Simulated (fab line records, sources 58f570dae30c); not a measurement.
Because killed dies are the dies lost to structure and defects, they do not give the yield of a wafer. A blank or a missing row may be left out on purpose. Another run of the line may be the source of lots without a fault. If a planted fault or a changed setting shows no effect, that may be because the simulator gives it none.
Split-lot study :: flow berkeley_cmos170 :: on a route of 331 steps: 5 lots, 23 wafers read

## ABOUT THE SPLIT
At UCB170_PWELL_IMPLANT_15, the setting dose_cm2 was moved away from the recipe's 5e+12 on 8 of the 23 wafers read, by -7.0% to +5.9%. All remaining wafers had this setting at the recipe value.

## FROM SPLIT TO READING: 1 step shown by the file between the two
- UCB170_PWELL_STRIP_16: strips in O2

## THE READING
PWELL_TW, at UCB170_PWELL_TW_MEAS_17. Typical for fault-free wafers on this fab line: 379.7, with standard deviation 2.4.

wafer: L074.1
tool, chamber at the split: implanter-03, 0
dose_cm2 as run: 5e+12
against the recipe: recipe
PWELL_TW: 383.3
against lot-mates on the recipe: -

wafer: L074.2
tool, chamber at the split: implanter-03, 0
dose_cm2 as run: 5.297e+12
against the recipe: +5.9%
PWELL_TW: 391.2
against lot-mates on the recipe: +8.0

wafer: L074.3
tool, chamber at the split: implanter-03, 0
dose_cm2 as run: 5e+12
against the recipe: recipe
PWELL_TW: 383.1
against lot-mates on the recipe: -

wafer: L074.4
tool, chamber at the split: implanter-03, 0
dose_cm2 as run: 5.297e+12
against the recipe: +5.9%
PWELL_TW: 389.4
against lot-mates on the recipe: +6.2

wafer: L074.5
tool, chamber at the split: implanter-03, 0
dose_cm2 as run: 5.297e+12
against the recipe: +5.9%
PWELL_TW: 389.9
against lot-mates on the recipe: +6.7

wafer: L076.1
tool, chamber at the split: implanter-01, 0
dose_cm2 as run: 4.797e+12
against the recipe: -4.1%
PWELL_TW: 374.8
against lot-mates on the recipe: -4.2

wafer: L076.2
tool, chamber at the split: implanter-01, 0
dose_cm2 as run: 5e+12
against the recipe: recipe
PWELL_TW: 378.7
against lot-mates on the recipe: -

wafer: L076.3
tool, chamber at the split: implanter-01, 0
dose_cm2 as run: 4.797e+12
against the recipe: -4.1%
PWELL_TW: 375.4
against lot-mates on the recipe: -3.6

wafer: L076.5
tool, chamber at the split: implanter-01, 0
dose_cm2 as run: 5e+12
against the recipe: recipe
PWELL_TW: 379.3
against lot-mates on the recipe: -

wafer: L076.6
tool, chamber at the split: implanter-01, 0
dose_cm2 as run: 4.797e+12
against the recipe: -4.1%
PWELL_TW: 374.7
against lot-mates on the recipe: -4.3

wafer: L079.1
tool, chamber at the split: implanter-01, 0
dose_cm2 as run: 5e+12
against the recipe: recipe
PWELL_TW: 377.3
against lot-mates on the recipe: -

wafer: L079.2
tool, chamber at the split: implanter-01, 0
dose_cm2 as run: 5e+12
against the recipe: recipe
PWELL_TW: 378.9
against lot-mates on the recipe: -

wafer: L079.3
tool, chamber at the split: implanter-01, 0
dose_cm2 as run: 5e+12
against the recipe: recipe
PWELL_TW: 378.4
against lot-mates on the recipe: -

wafer: L079.5
tool, chamber at the split: implanter-01, 0
dose_cm2 as run: 5e+12
against the recipe: recipe
PWELL_TW: 379.7
against lot-mates on the recipe: -

wafer: L079.6
tool, chamber at the split: implanter-01, 0
dose_cm2 as run: 5e+12
against the recipe: recipe
PWELL_TW: 380.4
against lot-mates on the recipe: -

wafer: L082.2
tool, chamber at the split: implanter-01, 0
dose_cm2 as run: 5e+12
against the recipe: recipe
PWELL_TW: 374.0
against lot-mates on the recipe: -

wafer: L082.3
tool, chamber at the split: implanter-01, 0
dose_cm2 as run: 5e+12
against the recipe: recipe
PWELL_TW: 377.6
against lot-mates on the recipe: -

wafer: L082.4
tool, chamber at the split: implanter-01, 0
dose_cm2 as run: 5e+12
against the recipe: recipe
PWELL_TW: 375.9
against lot-mates on the recipe: -

wafer: L082.5
tool, chamber at the split: implanter-01, 0
dose_cm2 as run: 4.652e+12
against the recipe: -7.0%
PWELL_TW: 366.9
against lot-mates on the recipe: -8.9

wafer: L082.6
tool, chamber at the split: implanter-01, 0
dose_cm2 as run: 4.652e+12
against the recipe: -7.0%
PWELL_TW: 369.1
against lot-mates on the recipe: -6.7

wafer: L083.3
tool, chamber at the split: implanter-01, 0
dose_cm2 as run: 5e+12
against the recipe: recipe
PWELL_TW: 376.8
against lot-mates on the recipe: -

wafer: L083.5
tool, chamber at the split: implanter-01, 0
dose_cm2 as run: 5e+12
against the recipe: recipe
PWELL_TW: 377.6
against lot-mates on the recipe: -

wafer: L083.6
tool, chamber at the split: implanter-01, 0
dose_cm2 as run: 5e+12
against the recipe: recipe
PWELL_TW: 375.7
against lot-mates on the recipe: -

FIT RESULTS
A straight line over all 23 wafers: PWELL_TW changes by +1.6 for each +1% of dose_cm2; r = +0.91; the points scatter about the line by 2.4.
The same after taking each lot's own level away (the mean of its wafers on the recipe; 23 wafers): +1.12 for each +1%; r = +0.97; scatter 0.96.
That fit puts the effect of the largest move of dose_cm2 on the reading at 7.8.
The lots' own levels span 375.83 to 383.20, that is 3.1 times the standard deviation above.
In other words, the slope is changed by the lot-to-lot level; the two fits disagree.
Check: with one of the wafers moved furthest among these (-7.0%) left out of the fit, the line predicts -7.37 for it against its lot-mates. It came out at -8.93 against them.

## THE OTHER SPLITS THESE WAFERS WENT THROUGH
Before the reading, these wafers also passed through other splits. Each is held against what the fit with the lots' levels taken away leaves over:
other split on the same wafers: UCB170_NWELL_IMPLANT_14 energy_kev
wafers away from the commonest value: 5
r with PWELL_TW (lot level and that fit taken away): -0.15

other split on the same wafers: UCB170_PWELL_CVD_05 sih2cl2_flow_sccm
wafers away from the commonest value: 18
r with PWELL_TW (lot level and that fit taken away): +0.10

## THE FILE'S OWN FIT
PWELL_TW changes by +1.12 for each +1% of dose_cm2, r = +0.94.
